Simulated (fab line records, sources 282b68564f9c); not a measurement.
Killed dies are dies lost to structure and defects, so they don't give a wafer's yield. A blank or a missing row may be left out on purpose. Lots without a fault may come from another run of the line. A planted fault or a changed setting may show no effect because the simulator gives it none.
A struck lot beside a sound one | flow rit_cmos | 30 steps out of a route of 202
Sound: wafers L709.1, L709.4, L709.5. Struck: wafer L718.5. (L718.1, L718.4 of the same lot were not struck and are left out.) The cause comes at the end.
At each step with rows: each side's tool, then ch and its chambers, then its first start. Under that, the readings that differ: sound wafers | struck wafers | difference of the means | sigmas: that difference in standard deviations of wafers without a fault.
alike: readings whose means differ by less than 2 such deviations, and words and numbers that are the same on both sides. not compared: withheld readings, readings that some wafer has no value for, bounds like >300 that may hide the same value, and numbers for which the record gives no deviation and whose values overlap.
The two part at a step that has a row with sigmas, a row that says differs or no value, or rows on one side only. Numbers that don't overlap but have no deviation are shown without sigmas and don't part them. A reading that every wafer of one side lacks parts them only if that side has two wafers or more.

first, 6 steps without rows for these wafers: RIT_SDANNEAL_RTA_03 (time 5 s); RIT_SILICIDE_WET_ETCH_00 (etches SiO2 in BOE, target depth 14 nm, time 15 s); RIT_SILICIDE_SPUTTER_01 (material Ti, target thk 30 nm, time 240 s); RIT_SILICIDE_RTA_04 (time 9.618 s, ramp up 5 s, ramp down 5 s); RIT_SILICIDE_WET_ETCH_05 (etches Ti in SPM, time 120 s); RIT_SILICIDE_RTA_06 (time 10 s, ramp up 5 s, ramp down 10 s).
RIT_CONTACT_CVD_00: deposits SiO2 from TEOS, target thk 400 nm, time 61 s.
  sound on pecvd-03 ch 0,2, day 4 20:18; struck on pecvd-03 ch 0, day 6 09:38
  reading                                  | sound             | struck | difference | sigmas
  model.SiO2_of_CONTACT_CVD_00.thk_nm (nm) | 392.3 405.7 404.1 | 321.9  | -78.8      |
  alike: heater_power_w
RIT_CONTACT_THK_MEAS_01:
  sound on film_metro-02, day 4 20:21; struck on film_metro-04, day 6 09:41
  reading               | sound       | struck | difference | sigmas
  CONTACT_TEOS_THK (nm) | 393 406 404 | 322    | -79        | -13
then, 7 steps without rows for these wafers: RIT_CONTACT_HMDS_02 (prime time 60 s); RIT_CONTACT_COAT_03 (resist thk 1000 nm); RIT_CONTACT_SOFTBAKE_04 (time 60 s); RIT_CONTACT_EXPOSE_05 (exposes mask M11, target cd 1000 nm); RIT_CONTACT_PEB_06; RIT_CONTACT_DEVELOP_07 (develop time 120 s); RIT_CONTACT_HARDBAKE_10 (time 60 s).
RIT_CONTACT_ETCH_11: etches SiO2 in CHF3/CF4/Ar, stops on TiSi2, target depth 480 nm, time 320 s.
  sound on rie_diel-03 ch 0,2,3, day 4 21:52; struck on rie_diel-04 ch 0, day 6 11:12
  reading                             | sound             | struck | difference | sigmas
  oes_product_au (a.u.)               | 0.999 0.990 1.013 | 0.968  | -0.033     | -2
  throttle_valve_pct (%)              | 8.85 8.83 8.78    | 9.15   | +0.33      | +2
  model.etch.depth_nm (nm)            | 392.3 405.7 404.1 | 321.9  | -78.8      |
  model.CONTACT.feature_depth_nm (nm) | 392.3 405.7 404.1 | 321.9  | -78.8      |
  alike: drypump_motor_current_A
  not compared: rf_hours_counter_h
then, 11 steps without rows for these wafers: RIT_CONTACT_STRIP_12 (strips in O2, time 180 s); RIT_CONTACT_CLEAN_13 (cleans in SC1, time 600 s); RIT_CONTACT_CLEAN_14 (cleans in SC2, time 600 s); RIT_M1_SPUTTER_00 (material Al, target thk 400 nm, time 500 s); RIT_M1_HMDS_03 (prime time 60 s); RIT_M1_COAT_04 (resist thk 1300 nm); RIT_M1_SOFTBAKE_05 (time 60 s); RIT_M1_EXPOSE_06 (exposes mask M12, target cd 2600 nm); RIT_M1_PEB_07; RIT_M1_DEVELOP_08 (develop time 68 s); RIT_M1_HARDBAKE_11 (time 120 s).
RIT_M1_METAL_ETCH_12: etches Al in Cl2/BCl3, stops on SiO2, time 165 s, target depth 600 nm.
  sound on rie_metal-03 ch 1, day 5 00:28; struck on rie_metal-03 ch 0, day 6 13:56
  reading                                  | sound             | struck | difference | sigmas
  oes_product_au (a.u.)                    | 0.778 0.785 0.784 | 0.747  | -0.035     | -4
  model.SiO2_of_CONTACT_CVD_00.thk_nm (nm) | 354.8 368 366.6   | 285.4  | -77.7      |
  alike: drypump_motor_current_A, throttle_valve_pct
  not compared: rf_hours_counter_h
then, 1 step without rows for these wafers: RIT_M1_STRIP_13 (strips in nmp, time 600 s).
RIT_M1_PROBE_99:
  sound on prober-02, day 5 03:52; struck on prober-01, day 6 16:24
  reading                                                 | sound                       | struck   | difference | sigmas
  model.etest.field_p_metal.vt_v (V)                      | -32.04 -32.74 -32.81        | -25.57   | +6.96      |
  model.etest.nmos_0p15.junction_log10_a_um               | -13.63 -13.61 -13.54        | -13.03   | +0.56      |
  model.etest.nmos_narrow.off_log10_a_um                  | -13.32 -13.29 -13.26        | -12.95   | +0.34      |
  model.etest.nmos_0p3.off_log10_a_um                     | -13.1 -12.84 -13.01         | -12.83   | +0.15      |
  model.etest.gate_end_array.leak_log10_a_um              | -12.83 -12.69 -12.87        | -12.61   | +0.19      |
  model.etest.contact_diode_array.leak_log10_a (angstrom) | -9.383 -9.49 -9.568         | -9.358   | +0.122     |
  model.etest.pmos_0p15.junction_log10_a_um               | -13.81 -13.78 -13.85        | -13.61   | +0.20      |
  model.etest.antenna_contact.vt_shift_v (V)              | -0.0112 -0.007574 -0.006106 | -0.02155 | -0.01326   |
  alike: killed_at_contacts, killed_at_front_end, killed_dies, killed_open, killed_short

WHERE THEY PART
First at RIT_CONTACT_THK_MEAS_01; last, within this record, at RIT_M1_METAL_ETCH_12. Later steps at which nothing parts them and some readings are alike: RIT_M1_PROBE_99.

WHY: what the simulator had put in
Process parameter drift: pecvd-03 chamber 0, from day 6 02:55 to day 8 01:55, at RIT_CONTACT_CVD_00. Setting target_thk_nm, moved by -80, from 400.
